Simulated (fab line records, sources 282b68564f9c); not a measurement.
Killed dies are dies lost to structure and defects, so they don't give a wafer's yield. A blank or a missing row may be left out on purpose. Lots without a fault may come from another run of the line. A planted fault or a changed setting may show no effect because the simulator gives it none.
One fault seen from 2 desks | flow rit_cmos | each desk has only its own numbers; what lay behind them comes last

THE TOOL OWNER'S DESK: wet_bench-02
The tool's own readings at RIT_FOX2_CLEAN_02 (cleans in dHF, time 180 s): means of the sampled wafers that have a number, for each lot that ran on this tool. A lot is out of limits, marked OUT, if its mean lies more than 4 standard deviations from the usual mean; the brackets give that distance.
Columns: A = run_length_s at RIT_FOX2_CLEAN_02, usual 206.2 s
lot  | first seen here | A
L326 | day 4 08:39     | 54.1 (-61) OUT
L327 | day 4 16:59     | 51.0 (-62) OUT
This desk's finding: out of limits on L326, L327; first on L326, day 4 08:39 (run_length_s at RIT_FOX2_CLEAN_02). In limits: none.

THE METROLOGY DESK
What the gauges read, lot by lot, whatever tool the lot ran on: means of the sampled wafers that have a number. A lot is out of limits, marked OUT, if its mean lies more than 4 standard deviations from the usual mean; the brackets give that distance. Of its 10 readings 7 are shown: those that lie furthest out on some lot.
Columns: A = cd_nm at RIT_ACTIVE_CD_MEAS_90, usual 1400.2 nm; B = FOX2_OXIDE_THK at RIT_FOX2_THK_MEAS_01, usual 350 nm; C = FIELD_OXIDE_LEFT_1_THK at RIT_FOX2_THK_MEAS_90, usual 322 nm; D = NWELL_TW at RIT_NWELL_TW_MEAS_10, usual 2119; E = PWELL_TW at RIT_PWELL_TW_MEAS_10, usual 941; F = NWELL_RS at RIT_WELLDRIVE_RS_MEAS_01, usual 275.5 ohm/sq; G = PWELL_RS at RIT_WELLDRIVE_RS_MEAS_02, usual 426.3 ohm/sq
lot  | first seen here | A      | B   | C   | D    | E   | F     | G
L315 | day 1 20:44     | 1401.5 | 353 | 327 | 2115 | 944 | 274.7 | 425.0
L326 | day 4 03:21     | 1400.5 | 341 | 327 | 2134 | 936 | 274.5 | 426.6
L327 | day 4 11:16     | 1398.3 | 360 | 346 | 2103 | 948 | 275.4 | 426.7
L328 | day 4 13:08     | 1399.0 | 358 | 330 | 2099 | 934 | 276.1 | 427.3
L330 | day 5 00:22     | 1397.5 | 346 | 319 | 2091 | 936 | 276.0 | 428.0
L336 | day 6 06:05     | 1396.7 | 350 | 322 | 2153 | 926 | 275.3 | 426.7
This desk's finding: nothing out of limits on any of the 6 lots.

PUT TOGETHER
The tool owner's desk could have raised an alarm at day 4 08:39, on L326, L327.
The metrology desk saw nothing out of limits.
The metrology desk has L326, L327 on record, within its limits.
Of the lots named, all ran RIT_FOX2_CLEAN_02 on wet_bench-02.

WHAT THE SIMULATOR HAD PUT IN
Process parameter drift: wet_bench-02, from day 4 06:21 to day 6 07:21, at RIT_FOX2_CLEAN_02. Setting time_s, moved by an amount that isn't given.
Lots struck among those shown: L326, L327.
Hours from the fault's start to each desk's first reading out of limits: the tool owner's desk, 2.
